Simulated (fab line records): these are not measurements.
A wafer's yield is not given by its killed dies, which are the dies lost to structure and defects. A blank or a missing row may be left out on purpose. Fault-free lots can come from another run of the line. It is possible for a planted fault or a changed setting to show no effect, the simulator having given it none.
8D (eight disciplines) problem report, filled in by code ; flow ritCmos ; the parts of the form that need people (team, actions taken, sign-off) are left out

## 1. PROBLEM STATEMENT
Mean GATE_POLY_THK at RIT_GATE_THK_MEAS_09: 176.8 nm over 9 wafers in 3 lots; fault-free wafers: 249.4 nm, standard deviation 2.3. Relative to the usual mean, that is a shift of -32 standard deviations.
First observed at day 5 09:20: wafer L302.1, on filmMetro-04. Wafers with a number at this step in the record: 45, from 15 lots. The rule behind "out" and "out of limits": a value lying over 4 standard deviations away from the usual mean. All remaining wafers that have a number are taken as sound.

## 2. WHAT THIS IS AND IS NOT
question;is;is not
which readings at this step;GATE_POLY_THK;-
which lots;L302, L303, L305;L289, L290, L291, L292, L293, L294, L295, L296, L297, L298, L300, L301
which wafers of those lots;all that have a number;-
read on which gauges;filmMetro-01, filmMetro-04;filmMetro-03
when;from day 5 09:20;up to then (36 sound wafers)

## 3. SUSPECTS, AND WHAT RULES EACH OUT
Counting: any tool at a process step up to the reading is kept as a suspect provided that every lot that is out went through it and no sound lot did after the first of them.
- the gauge at RIT_GATE_THK_MEAS_09: ruled out. Those wafers that are out were read across 2 gauges (filmMetro-01, filmMetro-04).
- lpcvd-02 at RIT_GATE_CVD_08 (deposits poly-Si from SiH4, target thk 250 nm, time 2220 s): kept. It ran every lot that is out, first L302 (day 5 07:44), and no sound lot after that; its last sound lot up to then is L300 (day 5 04:01).
The count leaves lpcvd-02 at RIT_GATE_CVD_08.

## 4. THE CAUSE (what the simulator had put in)
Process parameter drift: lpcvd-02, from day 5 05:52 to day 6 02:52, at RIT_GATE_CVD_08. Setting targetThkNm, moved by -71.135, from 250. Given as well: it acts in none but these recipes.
This tool alone remained once counting was done.

## 5. THE EFFECT CHAIN, in route order
Each row: a reading whose mean over the struck wafers that have a number lies more than 3 standard deviations from the usual. Only readings whose record carries a usual standard deviation are examined. hours: median over the lots of the time between each lot's start at the first step of this table that gives one and its start at this step. sigmas: the change, counted in usual standard deviations.
hours;step;reading;usual;on struck wafers;change;sigmas
0;RIT_GATE_THK_MEAS_09;GATE_POLY_THK;249.4 nm;176.8;-72.6;-32
6;RIT_GATE_ETCH_19;oesProductAu;0.840 a.u.;0.671;-0.169;-15
Here are the process steps it includes:
- RIT_GATE_ETCH_19: etches poly-Si in SF6/CHF3/O2, stops on SiO2, time 165 s, target depth 312.5 nm.
Later steps that measure or inspect, where all struck wafers having a row at the step show a number for every such reading and not one has moved that far: RIT_CONTACT_OVL_MEAS_09.

## 6. HOW IT WOULD HAVE BEEN CAUGHT EARLIER
In this record the first reading out of limits at a measuring or inspecting step was taken at day 5 09:20, 3 hours after the fault began at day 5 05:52.
Tool readings at RIT_GATE_CVD_08 with a usual standard deviation given in the record: none out on any struck wafer, hence no alarm at a limit of 4 standard deviations on them.
L303, L305, from the lots that are out (3), started RIT_GATE_CVD_08 on lpcvd-02 later than day 5 09:20. A hold on the tool at that time would have spared those 2.
